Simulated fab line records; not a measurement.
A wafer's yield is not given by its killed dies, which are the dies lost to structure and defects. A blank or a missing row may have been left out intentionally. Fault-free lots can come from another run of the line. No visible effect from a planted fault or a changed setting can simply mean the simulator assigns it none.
fab line records + flow rit_cmos
record
- lots=6
- wafers=18
- last_day=7
route steps=202 shown FOX2@24 NWELL@28 PWELL@39 WELLDRIVE@50 M1@202
lots that met no fault: taken from a fault-free run of the same line
start_h: start of the lot's first displayed wafer, in hours after the record's first day + wait_h: how many hours have passed since the lot's step before this one + " unchanged from the row above + L1.1+2: a row that stands for several wafers + - value missing, or start not given + * or withheld: withheld + < > ~ a bound
route shown NAME@n: names a module that has steps shown in the file, with the first one's number in the route + usual: mean and standard deviation over wafers with no fault + same: alike in all rows + chamber/n: place in a boat + sites: each site's reading + _std_site: standard deviation of those values + _edge_site: the outer-site mean with the inner-site mean subtracted + radius_mm: for every site, how far away it sits from the centre of the wafer + mask NAME#n: copy n + behind: tool/chamber where the wafer was last shaped + hold: why the lot was held/for how many hours/how that ended + device: which transistor (n, p or np) failed to switch + end of line: tests run on the same wafers once the route is complete + a step with no rows: only its recipe + killed: the dies lost at the first sort to structure and to defects; this is not the yield of the wafer + map: shows each die of a wafer: x if killed, . if not, _ if none is there
set.NAME: the run value of the setting; set.NAME@STEP: its run value at that earlier step + model.NAME: the simulator's own value behind a step, which no gauge read
a table for each step, a row for each wafer; lots at some steps of the route
services: the hour from which a tool's chamber was out of use, counted from the record's first day as start_h (under 0 if before that day), plus the number of hours and why
## steps
# step RIT_FOX2_THK_MEAS_01
# recipe
- reads=SiO2_of_FOX2_OXIDATION_00
# usual
- FOX2_OXIDE_THK=353/5.2
| lot.wafer | tool          | chamber | start_h | wait_h | FOX2_OXIDE_THK[nm] |
|-----------|---------------|---------|---------|--------|--------------------|
| L908.1    | film_metro-03 | -       | 63.39   | 0.0    | 352                |
| L908.3    | "             | -       | "       | "      | 343                |
| L908.4    | "             | -       | "       | "      | 348                |
| L913.1    | film_metro-02 | -       | 85.63   | 0.0    | 339                |
| L913.3    | "             | -       | "       | "      | 348                |
| L913.4    | "             | -       | "       | "      | 339                |
| L914.1    | film_metro-02 | -       | 91.28   | 0.0    | 355                |
| L914.4    | "             | -       | "       | "      | 351                |
| L914.5    | "             | -       | "       | "      | 356                |
| L915.2    | film_metro-03 | -       | 97.61   | 0.0    | 352                |
| L915.3    | "             | -       | "       | "      | 350                |
| L915.6    | "             | -       | "       | "      | 355                |
| L920.2    | film_metro-02 | -       | 119.74  | 0.0    | 351                |
| L920.4    | "             | -       | "       | "      | 352                |
| L920.5    | "             | -       | "       | "      | 354                |
| L922.2    | film_metro-02 | -       | 129.73  | 0.0    | 349                |
| L922.5    | "             | -       | "       | "      | 360                |
| L922.6    | "             | -       | "       | "      | 364                |
# step RIT_FOX2_CLEAN_02
# recipe
- chemistry=dHF
- dilution=50:1
- time_s=180
# step RIT_FOX2_WET_ETCH_03
# recipe
- chemistry=H3PO4
- target=Si3N4
- target_depth_nm=195
- temp_c=165
- time_s=2700
# step RIT_FOX2_THK_MEAS_90
# recipe
- reads=SiO2_of_FOX2_OXIDATION_00
# usual
- FIELD_OXIDE_LEFT_1_THK=326/5.3
| lot.wafer | tool          | chamber | start_h | wait_h | FIELD_OXIDE_LEFT_1_THK[nm] |
|-----------|---------------|---------|---------|--------|----------------------------|
| L908.1    | film_metro-03 | -       | 64.27   | 0.0    | 324                        |
| L908.3    | "             | -       | "       | "      | 316                        |
| L908.4    | "             | -       | "       | "      | 320                        |
| L913.1    | film_metro-03 | -       | 86.50   | 0.0    | 311                        |
| L913.3    | "             | -       | "       | "      | 321                        |
| L913.4    | "             | -       | "       | "      | 312                        |
| L914.1    | film_metro-02 | -       | 92.16   | 0.0    | 327                        |
| L914.4    | "             | -       | "       | "      | 324                        |
| L914.5    | "             | -       | "       | "      | 328                        |
| L915.2    | film_metro-04 | -       | 98.49   | 0.0    | 325                        |
| L915.3    | "             | -       | "       | "      | 323                        |
| L915.6    | "             | -       | "       | "      | 328                        |
| L920.2    | film_metro-04 | -       | 120.69  | 0.0    | 323                        |
| L920.4    | "             | -       | "       | "      | 325                        |
| L920.5    | "             | -       | "       | "      | 326                        |
| L922.2    | film_metro-04 | -       | 130.61  | 0.0    | 322                        |
| L922.5    | "             | -       | "       | "      | 332                        |
| L922.6    | "             | -       | "       | "      | 337                        |
# step RIT_NWELL_HMDS_00
# recipe
- prime_time_s=60
- prime_temp_c=140
# step RIT_NWELL_COAT_01
# recipe
- resist=NOVOLAK
- spin_rpm=2000
- resist_thk_nm=1300
# step RIT_NWELL_SOFTBAKE_02
# recipe
- resist=NOVOLAK
- temp_c=90
- time_s=60
# step RIT_NWELL_EXPOSE_03
# recipe
- mask_id=M2
- na=0.57
- target_cd_nm=43900
- dose_mj=250
# step RIT_NWELL_PEB_04
# recipe
- resist=NOVOLAK
- temp_c=withheld
- time_s=withheld
# step RIT_NWELL_DEVELOP_05
# recipe
- resist=NOVOLAK
- develop_time_s=68
- dev_temp_c=23
# step RIT_NWELL_OVL_MEAS_06
# usual
- NWELL_OVL=0.5/1.4
| lot.wafer | tool       | chamber | start_h | wait_h | NWELL_OVL[nm] |
|-----------|------------|---------|---------|--------|---------------|
| L908.1    | overlay-02 | -       | 65.33   | -      | 0.8           |
| L908.3    | "          | -       | "       | "      | 1.6           |
| L908.4    | "          | -       | "       | "      | 1.6           |
| L913.1    | overlay-02 | -       | 87.87   | -      | -0.4          |
| L913.3    | "          | -       | "       | "      | -0.8          |
| L913.4    | "          | -       | "       | "      | -0.3          |
| L914.1    | overlay-01 | -       | 93.22   | -      | 1.7           |
| L914.4    | "          | -       | "       | "      | 0.0           |
| L914.5    | "          | -       | "       | "      | 1.8           |
| L915.2    | overlay-01 | -       | 99.42   | -      | 1.1           |
| L915.3    | "          | -       | "       | "      | 1.4           |
| L915.6    | "          | -       | "       | "      | 0.7           |
| L920.2    | overlay-02 | -       | 121.75  | -      | -1.7          |
| L920.4    | "          | -       | "       | "      | -2.8          |
| L920.5    | "          | -       | "       | "      | -1.7          |
| L922.2    | overlay-01 | -       | 131.67  | -      | 0.2           |
| L922.5    | "          | -       | "       | "      | 0.2           |
| L922.6    | "          | -       | "       | "      | 1.1           |
# step RIT_NWELL_HARDBAKE_07
# recipe
- resist=NOVOLAK
- temp_c=140
- time_s=120
# step RIT_NWELL_IMPLANT_08
# recipe
- species=P
- energy_kev=170
- dose_cm2=5e+13
- tilt_deg=7
# usual
- dose_ions_cm2=5.001e+13/5.4e+10
| lot.wafer | tool         | chamber | start_h | wait_h | dose_ions_cm2 |
|-----------|--------------|---------|---------|--------|---------------|
| L908.1    | implanter-01 | 0       | 65.62   | 0.2    | 4.995e+13     |
| L908.3    | "            | 0       | "       | "      | 4.995e+13     |
| L908.4    | "            | 0       | "       | "      | 4.996e+13     |
| L913.1    | implanter-02 | 0       | 88.16   | 0.2    | 4.994e+13     |
| L913.3    | "            | 0       | "       | "      | 4.999e+13     |
| L913.4    | "            | 0       | "       | "      | 5.012e+13     |
| L914.1    | implanter-01 | 0       | 93.51   | 0.2    | 5.154e+13     |
| L914.4    | "            | 0       | "       | "      | 5.155e+13     |
| L914.5    | "            | 0       | "       | "      | 5.146e+13     |
| L915.2    | implanter-01 | 0       | 99.73   | 0.2    | 5.158e+13     |
| L915.3    | "            | 0       | "       | "      | 5.155e+13     |
| L915.6    | "            | 0       | "       | "      | 5.162e+13     |
| L920.2    | implanter-04 | 0       | 122.05  | 0.2    | 5.004e+13     |
| L920.4    | "            | 0       | "       | "      | 5.001e+13     |
| L920.5    | "            | 0       | "       | "      | 5.004e+13     |
| L922.2    | implanter-04 | 0       | 131.97  | 0.2    | 5.011e+13     |
| L922.5    | "            | 0       | "       | "      | 4.996e+13     |
| L922.6    | "            | 0       | "       | "      | 5.008e+13     |
# step RIT_NWELL_STRIP_09
# recipe
- chemistry=O2
- time_s=180
- resist=NOVOLAK
- platen_temp_c=withheld
- power_w=500
- pressure_mtorr=4000
- o2_flow_sccm=4000
# usual
- drypump_motor_current_A=5.6/0.33
| lot.wafer | tool            | chamber | start_h | wait_h | drypump_motor_current_A | rf_hours_counter_h |
|-----------|-----------------|---------|---------|--------|-------------------------|--------------------|
| L908.1    | plasma_asher-04 | 0       | 65.77   | 0.1    | 5.5                     | 43                 |
| L908.3    | "               | 0       | "       | "      | 5.4                     | -                  |
| L908.4    | "               | 1       | "       | "      | 6.5                     | -                  |
| L913.1    | plasma_asher-01 | 1       | 88.31   | 0.1    | 5.4                     | 45                 |
| L913.3    | "               | 0       | "       | "      | 5.9                     | -                  |
| L913.4    | "               | 1       | "       | "      | 5.4                     | -                  |
| L914.1    | plasma_asher-01 | 0       | 93.66   | 0.1    | 5.9                     | 46                 |
| L914.4    | "               | 1       | "       | "      | 5.4                     | -                  |
| L914.5    | "               | 1       | "       | "      | 5.4                     | -                  |
| L915.2    | plasma_asher-03 | 0       | 99.85   | 0.1    | 5.5                     | 30                 |
| L915.3    | "               | 0       | "       | "      | 5.5                     | -                  |
| L915.6    | "               | 1       | "       | "      | 5.4                     | -                  |
| L920.2    | plasma_asher-04 | 0       | 122.18  | 0.1    | 5.5                     | 0                  |
| L920.4    | "               | 1       | "       | "      | 6.5                     | -                  |
| L920.5    | "               | 1       | "       | "      | 6.5                     | -                  |
| L922.2    | plasma_asher-01 | 0       | 132.10  | 0.1    | 5.9                     | 51                 |
| L922.5    | "               | 1       | "       | "      | 5.4                     | -                  |
| L922.6    | "               | 0       | "       | "      | 5.9                     | -                  |
# step RIT_NWELL_TW_MEAS_10
# usual
- NWELL_TW=2148/16
| lot.wafer | tool          | chamber | start_h | wait_h | NWELL_TW |
|-----------|---------------|---------|---------|--------|----------|
| L908.1    | film_metro-01 | -       | 65.94   | 0.1    | 2141     |
| L908.3    | "             | -       | "       | "      | 2145     |
| L908.4    | "             | -       | "       | "      | 2156     |
| L913.1    | film_metro-01 | -       | 88.48   | 0.1    | 2144     |
| L913.3    | "             | -       | "       | "      | 2148     |
| L913.4    | "             | -       | "       | "      | 2147     |
| L914.1    | film_metro-03 | -       | 93.83   | 0.1    | 2176     |
| L914.4    | "             | -       | "       | "      | 2193     |
| L914.5    | "             | -       | "       | "      | 2195     |
| L915.2    | film_metro-04 | -       | 100.04  | 0.1    | 2149     |
| L915.3    | "             | -       | "       | "      | 2126     |
| L915.6    | "             | -       | "       | "      | 2142     |
| L920.2    | film_metro-01 | -       | 122.36  | 0.1    | 2151     |
| L920.4    | "             | -       | "       | "      | 2156     |
| L920.5    | "             | -       | "       | "      | 2152     |
| L922.2    | film_metro-04 | -       | 132.28  | 0.1    | 2111     |
| L922.5    | "             | -       | "       | "      | 2097     |
| L922.6    | "             | -       | "       | "      | 2115     |
# step RIT_PWELL_HMDS_00
# recipe
- prime_time_s=60
- prime_temp_c=140
# step RIT_PWELL_COAT_01
# recipe
- resist=NOVOLAK
- spin_rpm=2000
- resist_thk_nm=1300
# step RIT_PWELL_SOFTBAKE_02
# recipe
- resist=NOVOLAK
- temp_c=90
- time_s=60
# step RIT_PWELL_EXPOSE_03
# recipe
- mask_id=M3
- na=0.57
- target_cd_nm=43700
- dose_mj=250
# step RIT_PWELL_PEB_04
# recipe
- resist=NOVOLAK
- temp_c=withheld
- time_s=withheld
# step RIT_PWELL_DEVELOP_05
# recipe
- resist=NOVOLAK
- develop_time_s=68
- dev_temp_c=23
# step RIT_PWELL_OVL_MEAS_06
# usual
- PWELL_OVL=0.9/1.6
| lot.wafer | tool       | chamber | start_h | wait_h | PWELL_OVL[nm] |
|-----------|------------|---------|---------|--------|---------------|
| L908.1    | overlay-02 | -       | 66.88   | -      | 1.3           |
| L908.3    | "          | -       | "       | "      | 2.3           |
| L908.4    | "          | -       | "       | "      | 0.8           |
| L913.1    | overlay-01 | -       | 89.42   | -      | 0.0           |
| L913.3    | "          | -       | "       | "      | 0.2           |
| L913.4    | "          | -       | "       | "      | 0.2           |
| L914.1    | overlay-01 | -       | 94.77   | -      | 3.2           |
| L914.4    | "          | -       | "       | "      | 2.7           |
| L914.5    | "          | -       | "       | "      | 3.4           |
| L915.2    | overlay-01 | -       | 101.15  | -      | 1.3           |
| L915.3    | "          | -       | "       | "      | 1.5           |
| L915.6    | "          | -       | "       | "      | -1.1          |
| L920.2    | overlay-01 | -       | 123.42  | -      | 0.8           |
| L920.4    | "          | -       | "       | "      | 1.7           |
| L920.5    | "          | -       | "       | "      | 0.1           |
| L922.2    | overlay-02 | -       | 133.35  | -      | 1.2           |
| L922.5    | "          | -       | "       | "      | 0.5           |
| L922.6    | "          | -       | "       | "      | 0.0           |
# step RIT_PWELL_HARDBAKE_07
# recipe
- resist=NOVOLAK
- temp_c=140
- time_s=120
# step RIT_PWELL_IMPLANT_08
# recipe
- species=B
- energy_kev=170
- dose_cm2=7e+13
- tilt_deg=7
# step RIT_PWELL_STRIP_09
# recipe
- chemistry=O2
- time_s=180
- resist=NOVOLAK
- platen_temp_c=withheld
- power_w=500
- pressure_mtorr=4000
- o2_flow_sccm=4000
# usual
- drypump_motor_current_A=5.7/0.3
| lot.wafer | tool            | chamber | start_h | wait_h | drypump_motor_current_A | rf_hours_counter_h |
|-----------|-----------------|---------|---------|--------|-------------------------|--------------------|
| L908.1    | plasma_asher-03 | 1       | 67.32   | 0.1    | 5.4                     | 26                 |
| L908.3    | "               | 1       | "       | "      | 5.4                     | -                  |
| L908.4    | "               | 0       | "       | "      | 5.5                     | -                  |
| L913.1    | plasma_asher-03 | 0       | 89.86   | 0.1    | 5.5                     | 29                 |
| L913.3    | "               | 0       | "       | "      | 5.5                     | -                  |
| L913.4    | "               | 1       | "       | "      | 5.4                     | -                  |
| L914.1    | plasma_asher-02 | 0       | 95.21   | 0.1    | 5.6                     | 47                 |
| L914.4    | "               | 0       | "       | "      | 5.6                     | -                  |
| L914.5    | "               | 0       | "       | "      | 5.6                     | -                  |
| L915.2    | plasma_asher-04 | 1       | 101.58  | 0.1    | 6.5                     | 44                 |
| L915.3    | "               | 0       | "       | "      | 5.5                     | -                  |
| L915.6    | "               | 1       | "       | "      | 6.5                     | -                  |
| L920.2    | plasma_asher-03 | 0       | 123.85  | 0.1    | 5.5                     | 33                 |
| L920.4    | "               | 0       | "       | "      | 5.5                     | -                  |
| L920.5    | "               | 1       | "       | "      | 5.4                     | -                  |
| L922.2    | plasma_asher-02 | 1       | 133.78  | 0.1    | 5.7                     | 52                 |
| L922.5    | "               | 1       | "       | "      | 5.8                     | -                  |
| L922.6    | "               | 0       | "       | "      | 5.6                     | -                  |
# step RIT_PWELL_TW_MEAS_10
# usual
- PWELL_TW=955/6.6
| lot.wafer | tool          | chamber | start_h | wait_h | PWELL_TW |
|-----------|---------------|---------|---------|--------|----------|
| L908.1    | film_metro-03 | -       | 67.49   | 0.1    | 959      |
| L908.3    | "             | -       | "       | "      | 956      |
| L908.4    | "             | -       | "       | "      | 959      |
| L913.1    | film_metro-03 | -       | 90.03   | 0.1    | 956      |
| L913.3    | "             | -       | "       | "      | 963      |
| L913.4    | "             | -       | "       | "      | 962      |
| L914.1    | film_metro-03 | -       | 95.38   | 0.1    | 957      |
| L914.4    | "             | -       | "       | "      | 963      |
| L914.5    | "             | -       | "       | "      | 966      |
| L915.2    | film_metro-01 | -       | 101.76  | 0.1    | 955      |
| L915.3    | "             | -       | "       | "      | 952      |
| L915.6    | "             | -       | "       | "      | 947      |
| L920.2    | film_metro-01 | -       | 124.04  | 0.1    | 951      |
| L920.4    | "             | -       | "       | "      | 948      |
| L920.5    | "             | -       | "       | "      | 946      |
| L922.2    | film_metro-03 | -       | 133.96  | 0.1    | 966      |
| L922.5    | "             | -       | "       | "      | 960      |
| L922.6    | "             | -       | "       | "      | 963      |
# step RIT_WELLDRIVE_ANNEAL_00
# recipe
- temp_c=1100
- time_s=14700
- ambient=N2
# step RIT_WELLDRIVE_RS_MEAS_01
# recipe
- thk_meas_gauge=four-point-probe
# usual
- NWELL_RS=275.5/0.92
| lot.wafer | tool          | chamber | start_h | wait_h | hold                     | NWELL_RS[ohm/sq] |
|-----------|---------------|---------|---------|--------|--------------------------|------------------|
| L908.1    | film_metro-01 | -       | 73.56   | 0.0    | -                        | 276.4            |
| L908.3    | "             | -       | "       | "      | -                        | 276.0            |
| L908.4    | "             | -       | "       | "      | -                        | 275.6            |
| L913.1    | film_metro-03 | -       | 96.36   | 0.0    | -                        | 274.9            |
| L913.3    | "             | -       | "       | "      | -                        | 275.1            |
| L913.4    | "             | -       | "       | "      | -                        | 276.1            |
| L914.1    | film_metro-04 | -       | 101.45  | 0.0    | await_dispo/0.2h/release | 269.4            |
| L914.4    | "             | -       | "       | "      | await_dispo/0.2h/release | 269.0            |
| L914.5    | "             | -       | "       | "      | await_dispo/0.2h/release | 268.4            |
| L914.1    | film_metro-04 | -       | 101.73  | 0.3    | -                        | 269.5            |
| L914.4    | "             | -       | "       | "      | -                        | 269.2            |
| L914.5    | "             | -       | "       | "      | -                        | 269.1            |
| L915.2    | film_metro-03 | -       | 107.72  | 0.0    | await_dispo/0.2h/release | 271.3            |
| L915.3    | "             | -       | "       | "      | await_dispo/0.2h/release | 271.0            |
| L915.6    | "             | -       | "       | "      | await_dispo/0.2h/release | 271.0            |
| L915.2    | film_metro-03 | -       | 108.00  | 0.3    | -                        | 270.5            |
| L915.3    | "             | -       | "       | "      | -                        | 271.1            |
| L915.6    | "             | -       | "       | "      | -                        | 270.7            |
| L920.2    | film_metro-04 | -       | 129.65  | 0.0    | -                        | 274.7            |
| L920.4    | "             | -       | "       | "      | -                        | 274.7            |
| L920.5    | "             | -       | "       | "      | -                        | 274.4            |
| L922.2    | film_metro-01 | -       | 140.28  | 0.0    | -                        | 277.7            |
| L922.5    | "             | -       | "       | "      | -                        | 277.2            |
| L922.6    | "             | -       | "       | "      | -                        | 277.2            |
# step RIT_WELLDRIVE_RS_MEAS_02
# recipe
- thk_meas_gauge=four-point-probe
# usual
- PWELL_RS=429.3/1.2
| lot.wafer | tool          | chamber | start_h | wait_h | hold                     | PWELL_RS[ohm/sq] |
|-----------|---------------|---------|---------|--------|--------------------------|------------------|
| L908.1    | film_metro-01 | -       | 73.68   | 0.1    | -                        | 428.9            |
| L908.3    | "             | -       | "       | "      | -                        | 429.7            |
| L908.4    | "             | -       | "       | "      | -                        | 430.6            |
| L913.1    | film_metro-03 | -       | 96.48   | 0.1    | -                        | 429.3            |
| L913.3    | "             | -       | "       | "      | -                        | 429.7            |
| L913.4    | "             | -       | "       | "      | -                        | 428.6            |
| L914.1    | film_metro-04 | -       | 104.82  | 3.1    | await_dispo/3.0h/release | 430.6            |
| L914.4    | "             | -       | "       | "      | await_dispo/3.0h/release | 427.2            |
| L914.5    | "             | -       | "       | "      | await_dispo/3.0h/release | 429.1            |
| L915.2    | film_metro-03 | -       | 110.22  | 2.2    | await_dispo/2.1h/release | 429.1            |
| L915.3    | "             | -       | "       | "      | await_dispo/2.1h/release | 428.8            |
| L915.6    | "             | -       | "       | "      | await_dispo/2.1h/release | 430.6            |
| L920.2    | film_metro-04 | -       | 129.77  | 0.1    | -                        | 431.7            |
| L920.4    | "             | -       | "       | "      | -                        | 432.1            |
| L920.5    | "             | -       | "       | "      | -                        | 432.6            |
| L922.2    | film_metro-01 | -       | 140.40  | 0.1    | -                        | 429.2            |
| L922.5    | "             | -       | "       | "      | -                        | 431.2            |
| L922.6    | "             | -       | "       | "      | -                        | 430.9            |
# step RIT_M1_PROBE_99
# usual
- killed_at_contacts=0.1/0.25
- killed_at_front_end=6.8/2.7
- killed_dies=6.8/2.7
- killed_open=3.4/1.8
- killed_short=3.5/1.7
# same
- gross_dies=264
- killed_at_M0_to_M3=0
- killed_at_M4_up=0
- killed_at_back_side=0
- killed_at_other=0
| lot.wafer | tool      | chamber | start_h | wait_h | killed_at_contacts | killed_at_front_end | killed_dies | killed_open | killed_short |
|-----------|-----------|---------|---------|--------|--------------------|---------------------|-------------|-------------|--------------|
| L913.1    | prober-01 | -       | 128.80  | 1.5    | 0                  | 8                   | 8           | 5           | 3            |
| L913.3    | prober-01 | -       | 128.90  | 1.5    | 0                  | 9                   | 9           | 4           | 5            |
| L913.4    | prober-01 | -       | 128.95  | 1.6    | 0                  | 10                  | 10          | 4           | 6            |
| L914.1    | prober-01 | -       | 139.14  | 0.1    | 0                  | 5                   | 5           | 3           | 2            |
| L914.4    | prober-01 | -       | 139.29  | 0.2    | 0                  | 7                   | 7           | 5           | 2            |
| L914.5    | prober-01 | -       | 139.34  | 0.2    | 0                  | 10                  | 10          | 4           | 6            |
| L915.2    | prober-01 | -       | 147.23  | 0.1    | 0                  | 8                   | 8           | 2           | 6            |
| L915.3    | prober-01 | -       | 147.28  | 0.2    | 0                  | 8                   | 8           | 7           | 1            |
| L915.6    | prober-01 | -       | 147.43  | 0.2    | 0                  | 7                   | 7           | 5           | 2            |
# killed by level:class
L913.1 GATE:geometric_particle:short=3 FOX1:geometric_particle:open=2 SPACER:geometric_particle:open=2 GATE:geometric_particle:open=1
L913.3 GATE:geometric_particle:open=4 REOX:geometric_particle:short=3 FOX2:geometric_particle:short=1 GATE:geometric_particle:short=1
L913.4 GATE:geometric_particle:short=3 GATE:geometric_particle:open=2 FOX2:geometric_particle:short=1 REOX:geometric_particle:open=1 SPACER:geometric_particle:short=1 SPACER:geometric_particle:open=1 SILICIDE:geometric_particle:short=1
L914.1 GATE:geometric_particle:open=2 FOX2:geometric_particle:short=1 GATE:geometric_particle:short=1 REOX:geometric_particle:open=1
L914.4 GATE:geometric_particle:open=2 GATE:geometric_particle:short=2 FOX1:geometric_particle:open=1 FOX2:geometric_particle:open=1 REOX:geometric_particle:open=1
L914.5 FOX2:geometric_particle:short=2 GATE:geometric_particle:open=2 REOX:geometric_particle:open=2 SPACER:geometric_particle:short=2 GATE:geometric_particle:short=1 SILICIDE:geometric_particle:short=1
L915.2 GATE:geometric_particle:short=3 FOX1:geometric_particle:short=2 FOX1:geometric_particle:open=1 SPACER:geometric_particle:short=1 SPACER:geometric_particle:open=1
L915.3 GATE:geometric_particle:open=3 FOX1:geometric_particle:open=2 FOX2:geometric_particle:short=1 REOX:geometric_particle:open=1 SILICIDE:geometric_particle:open=1
L915.6 FOX1:geometric_particle:open=3 GATE:geometric_particle:short=1 REOX:geometric_particle:open=1 SPACER:geometric_particle:short=1 SPACER:geometric_particle:open=1
## services
| tool            | chamber | start_h | hours | kind       |
|-----------------|---------|---------|-------|------------|
| implanter-02    | -       | 48.99   | 2.3   | repair     |
| plasma_asher-04 | -       | 78.79   | 21.3  | repair     |
| implanter-02    | -       | 82.65   | 2.4   | pm         |
| implanter-01    | -       | 83.39   | 10.1  | repair     |
| implanter-02    | -       | 96.48   | 5.3   | repair     |
| plasma_asher-04 | -       | 108.75  | 9.0   | pm         |
| plasma_asher-04 | 0       | 108.75  | 9.0   | vent_cycle |
| plasma_asher-04 | 1       | 108.75  | 9.0   | vent_cycle |
| plasma_asher-04 | 0       | 117.75  | -     | clean      |
| plasma_asher-04 | 1       | 117.75  | -     | clean      |
| plasma_asher-02 | -       | 126.35  | 4.3   | pm         |
## key
first_sign
- step=RIT_NWELL_IMPLANT_08
- reading=dose_ions_cm2
- direction=up
- sigmas=28
- usual=5.001e+13
- struck=5.155e+13
effect
- step=RIT_WELLDRIVE_RS_MEAS_01
- reading=visit
- direction=added
effect
- step=RIT_WELLDRIVE_RS_MEAS_01
- reading=NWELL_RS
- direction=down
- sigmas=5.9
- usual=275.5
- struck=270.0
met_at RIT_NWELL_IMPLANT_08
struck_wafers L914.1,L914.4,L914.5,L915.2,L915.3,L915.6
tester_left_out L914,L915
onset_between 65.62 93.51
fault
- kind=process_parameter_drift
- tool=implanter-01
- chamber=-
- onset_h=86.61
- steps=RIT_NWELL_IMPLANT_08
- channel=dose_cm2
- offset=1.5016e+12
- shape=step
- end_h=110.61
- acts_in=these_recipes_only
- stated=5e+13
# tester_left_out: of these lots the tester's yield and bins aren't shown, on N5 and GAA mostly nor the transistor test; their killed dies are dies lost to structure and defects alone, not to doping, threshold or leakage, so they don't give the yield
